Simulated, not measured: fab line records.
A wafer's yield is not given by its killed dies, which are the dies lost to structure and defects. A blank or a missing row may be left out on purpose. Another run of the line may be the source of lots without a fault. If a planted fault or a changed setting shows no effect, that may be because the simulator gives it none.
fab line records | flow rit-cmos
record lots=5 wafers=15 last-day=7
route steps=202 shown REOX@100 NLDD@103 PLDD@114 SPACER@125
lots untouched by any fault: they come from a run of this same line in which no faults occurred
start-h: start of the lot's first displayed wafer, in hours after the record's first day | wait-h: how many hours have passed since the lot's step before this one | " unchanged from the row above | L1.1+2: a single row standing in for several wafers | - value missing, or start not given | * or withheld: withheld | < > ~ a bound
route shown NAME@n: NAME is a module with steps in the file, n the number in the route of the first one | usual: the fault-free wafers' mean and standard deviation | same: alike in all rows | chamber/n: place in a boat | sites: per-site readings | _std_site: the standard deviation of these | _edge_site: the outer-site mean with the inner-site mean subtracted | radius-mm: for every site, how far away it sits from the centre of the wafer | mask NAME#n: copy n | behind: the most recent tool/chamber to have shaped the wafer | hold: cause of the lot's hold/its duration in hours/its outcome | device: the n, p or np transistor that did not switch | end of line: tests of these same wafers at the route's end | a step without rows: its recipe alone | killed: dies that structure and defects cost at the first sort, which is not the same as the wafer's yield | map: per-die view of a wafer (x killed, . not killed, _ where there is no die)
set.NAME: the setting that was run; set.NAME@STEP: the one run at that earlier step | model.NAME: the simulator's own value behind a step, which no gauge read
a table for each step, a row for each wafer; lots at some steps of the route
services: the hour from which a tool's chamber was out of use, counted from the record's first day as start-h (under 0 if before that day), plus the number of hours and why
## steps
# step RIT_REOX_CLEAN_02
# recipe chemistry=SC2 mix=3:3:50 time-s=588.2 temp-c=75 dry=n2-spin
# step RIT_REOX_OXIDATION_03
# recipe temp-c=900 ambient=O2 target-thk-a=252 ox-time-s=5580
# step RIT_REOX_THK_MEAS_04
# recipe reads=SiO2_of_REOX_OXIDATION_03
# usual REOX_OXIDE_THK=25.2/0.58
# columns lot.wafer tool chamber start-h wait-h REOX_OXIDE_THK[nm]
L179.1 film-metro-01 - 57.19 0.0 25.1
L179.2 " - " " 25.2
L179.6 " - " " 25.8
L180.2 film-metro-01 - 64.61 0.0 25.3
L180.4 " - " " 24.9
L180.5 " - " " 24.8
L190.1 film-metro-02 - 110.53 0.0 24.6
L190.3 " - " " 24.8
L190.6 " - " " 24.5
L198.1 film-metro-02 - 151.40 0.0 25.6
L198.4 " - " " 25.4
L198.5 " - " " 25.8
L199.3 film-metro-01 - 154.63 0.0 26.2
L199.4 " - " " 26.0
L199.6 " - " " 26.2
# step RIT_NLDD_HMDS_00
# recipe prime-time-s=60 prime-temp-c=140
# step RIT_NLDD_COAT_01
# recipe resist=NOVOLAK spin-rpm=3250 resist-thk-nm=1000
# step RIT_NLDD_SOFTBAKE_02
# recipe resist=NOVOLAK temp-c=90 time-s=60
# step RIT_NLDD_EXPOSE_03
# recipe mask-id=M7 na=0.57 target-cd-nm=40700 dose-mj=250
# step RIT_NLDD_PEB_04
# recipe resist=NOVOLAK temp-c=withheld time-s=withheld
# step RIT_NLDD_DEVELOP_05
# recipe resist=NOVOLAK develop-time-s=50 dev-temp-c=23
# step RIT_NLDD_OVL_MEAS_06
# usual NLDD_OVL=0.0/1.3
# columns lot.wafer tool chamber start-h wait-h NLDD_OVL[nm]
L179.1 overlay-02 - 58.24 - 2.3
L179.2 " - " " 0.5
L179.6 " - " " 1.4
L180.2 overlay-01 - 65.52 - 1.5
L180.4 " - " " 1.7
L180.5 " - " " 2.0
L190.1 overlay-01 - 111.62 - -1.6
L190.3 " - " " -0.5
L190.6 " - " " -0.3
L198.1 overlay-01 - 152.31 - 0.3
L198.4 " - " " 0.2
L198.5 " - " " 0.4
L199.3 overlay-01 - 155.58 - 0.3
L199.4 " - " " 0.0
L199.6 " - " " 0.7
# step RIT_NLDD_HARDBAKE_07
# recipe resist=NOVOLAK temp-c=140 time-s=60
# step RIT_NLDD_IMPLANT_08
# recipe species=P energy-kev=20 dose-cm2=5e+14 tilt-deg=7
# step RIT_NLDD_STRIP_09
# recipe chemistry=O2 time-s=180 resist=NOVOLAK platen-temp-c=withheld power-w=500 pressure-mtorr=4000 o2-flow-sccm=4000
# usual drypump-motor-current-A=5.6/0.32 o2-flow-sccm=4000/12 run-length-s=208.4/0.34
# same time-s=180
# columns lot.wafer tool chamber start-h wait-h drypump-motor-current-A o2-flow-sccm rf-hours-counter-h run-length-s model.NOVOLAK_of_NLDD_COAT_01.thk-nm
L179.1 plasma-asher-01 1 58.58 0.1 6.2 4000 40 208.2 0
L179.2 " 0 " " 5.4 4007 40 208.6 0
L179.6 " 1 " " 6.2 4027 - 208.3 0
L180.2 plasma-asher-03 1 65.96 0.1 5.4 4021 44 208.0 0
L180.4 " 0 " " 5.8 3979 - 208.2 0
L180.5 " 1 " " 5.4 4002 - 208.4 0
L190.1 plasma-asher-03 0 111.95 0.1 5.9 3993 49 72.1 151.6
L190.3 " 0 " " 5.8 3991 - 72.7 151.6
L190.6 " 0 " " 5.9 3999 - 72.5 150
L198.1 plasma-asher-01 0 152.64 0.1 5.4 4007 50 208.6 0
L198.4 " 1 " " 6.2 3991 - 208.4 0
L198.5 " 1 " " 6.2 4004 - 208.8 0
L199.3 plasma-asher-02 0 155.96 0.1 5.3 4021 - 208.9 0
L199.4 " 1 " " 5.7 3986 - 208.9 0
L199.6 " 1 " " 5.7 4011 - 208.5 0
# step RIT_NLDD_TW_MEAS_10
# usual NLDD_TW=2492/35
# columns lot.wafer tool chamber start-h wait-h NLDD_TW
L179.1 film-metro-03 - 58.75 0.1 2465
L179.2 " - " " 2467
L179.6 " - " " 2464
L180.2 film-metro-02 - 66.14 0.1 2524
L180.4 " - " " 2514
L180.5 " - " " 2534
L190.1 film-metro-02 - 112.13 0.1 2526
L190.3 " - " " 2525
L190.6 " - " " 2527
L198.1 film-metro-04 - 152.82 0.1 2471
L198.4 " - " " 2456
L198.5 " - " " 2469
L199.3 film-metro-04 - 156.10 0.1 2473
L199.4 " - " " 2478
L199.6 " - " " 2474
# step RIT_PLDD_HMDS_00
# recipe prime-time-s=60 prime-temp-c=140
# step RIT_PLDD_COAT_01
# recipe resist=NOVOLAK spin-rpm=3250 resist-thk-nm=1000
# step RIT_PLDD_SOFTBAKE_02
# recipe resist=NOVOLAK temp-c=90 time-s=60
# step RIT_PLDD_EXPOSE_03
# recipe mask-id=M8 na=0.57 target-cd-nm=40900 dose-mj=250
# step RIT_PLDD_PEB_04
# recipe resist=NOVOLAK temp-c=withheld time-s=withheld
# step RIT_PLDD_DEVELOP_05
# recipe resist=NOVOLAK develop-time-s=50 dev-temp-c=24.03
# step RIT_PLDD_OVL_MEAS_06
# usual PLDD_OVL=-1.4/1.3
# columns lot.wafer tool chamber start-h wait-h PLDD_OVL[nm]
L179.1 overlay-02 - 59.66 - -0.6
L179.2 " - " " -1.5
L179.6 " - " " -1.6
L180.2 overlay-01 - 67.05 - -1.0
L180.4 " - " " -1.9
L180.5 " - " " -0.8
L190.1 overlay-01 - 113.16 - -2.0
L190.3 " - " " -1.9
L190.6 " - " " -3.9
L198.1 overlay-02 - 153.85 - -1.3
L198.4 " - " " 1.1
L198.5 " - " " 0.6
L199.3 overlay-02 - 157.12 - -0.3
L199.4 " - " " -0.6
L199.6 " - " " -0.6
# step RIT_PLDD_HARDBAKE_07
# recipe resist=NOVOLAK temp-c=140 time-s=60
# step RIT_PLDD_IMPLANT_08
# recipe species=BF2 energy-kev=20 dose-cm2=9e+14 tilt-deg=7
# step RIT_PLDD_STRIP_09
# recipe chemistry=O2 time-s=180 resist=NOVOLAK platen-temp-c=withheld power-w=500 pressure-mtorr=4000 o2-flow-sccm=4000
# usual drypump-motor-current-A=5.4/0.3 o2-flow-sccm=3999/12 run-length-s=208.4/0.41
# same time-s=180
# columns lot.wafer tool chamber start-h wait-h drypump-motor-current-A o2-flow-sccm rf-hours-counter-h run-length-s
L179.1 plasma-asher-03 1 60.00 0.1 5.4 3976 44 208.1
L179.2 " 0 " " 5.9 3978 44 208.0
L179.6 " 1 " " 5.4 3981 - 208.5
L180.2 plasma-asher-02 0 67.38 0.1 5.3 4008 41 208.5
L180.4 " 0 " " 5.2 3997 - 208.6
L180.5 " 1 " " 5.7 4000 - 208.3
L190.1 plasma-asher-04 1 113.50 0.1 5.5 4011 33 208.1
L190.3 " 0 " " 4.9 3990 - 208.5
L190.6 " 0 " " 4.9 3996 - 208.3
L198.1 plasma-asher-02 1 154.19 0.1 5.7 4004 4 208.1
L198.4 " 0 " " 5.3 3992 - 209.1
L198.5 " 1 " " 5.7 4016 - 208.2
L199.3 plasma-asher-04 1 157.50 0.1 5.6 3983 - 207.6
L199.4 " 0 " " 4.9 3996 - 208.3
L199.6 " 0 " " 4.9 4026 - 208.6
# step RIT_PLDD_TW_MEAS_10
# usual PLDD_TW=2345/32
# columns lot.wafer tool chamber start-h wait-h PLDD_TW
L179.1 film-metro-02 - 60.17 0.1 2367
L179.2 " - " " 2382
L179.6 " - " " 2377
L180.2 film-metro-03 - 67.57 0.1 2319
L180.4 " - " " 2328
L180.5 " - " " 2320
L190.1 film-metro-03 - 113.68 0.1 30
L190.3 " - " " 30
L190.6 " - " " 30
L198.1 film-metro-04 - 154.36 0.1 2326
L198.4 " - " " 2339
L198.5 " - " " 2333
L199.3 film-metro-04 - 157.64 0.1 2327
L199.4 " - " " 2314
L199.6 " - " " 2325
# step RIT_SPACER_CLEAN_00
# recipe chemistry=SC1 mix=3:3:50 time-s=600 temp-c=75
## services
# columns tool chamber start-h hours kind
plasma-asher-04 - 38.69 1.9 repair
plasma-asher-04 - 55.52 12.9 repair
plasma-asher-01 - 61.46 1.8 repair
plasma-asher-03 - 96.68 6.2 repair
plasma-asher-02 - 108.75 9.0 pm
plasma-asher-02 0 108.75 9.0 vent-cycle
plasma-asher-02 1 108.75 9.0 vent-cycle
plasma-asher-02 0 117.75 - clean
plasma-asher-02 1 117.75 - clean
plasma-asher-01 - 128.92 8.7 repair
plasma-asher-03 - 147.66 7.8 repair
## key
first-sign step=RIT_NLDD_STRIP_09 reading=run-length-s direction=down sigmas=99+ usual=* struck=*
effect step=RIT_PLDD_TW_MEAS_10 reading=PLDD_TW direction=down sigmas=73 usual=2345 struck=30
model-effect step=RIT_NLDD_STRIP_09 value=NOVOLAK_of_NLDD_COAT_01.thk-nm without=0 struck=151.1
met-at RIT_NLDD_STRIP_09
struck-wafers L190.1,L190.3,L190.6
sort-left-out L190.1,L190.3,L190.6
tester-left-out L190
onset-between 65.96 111.95
fault kind=strip-aborted tool=plasma-asher-03 chamber=- onset-h=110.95 steps=RIT_NLDD_STRIP_09 offset=0.6 end-h=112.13
# tester-left-out: of these lots the tester's yield and bins aren't shown, on N5 and GAA mostly nor the transistor test; their killed dies are dies lost to structure and defects alone, not to doping, threshold or leakage, so they don't give the yield
# sort-left-out: the simulated sort isn't trusted on such a fault, so these wafers' sort isn't shown, and their yield isn't known
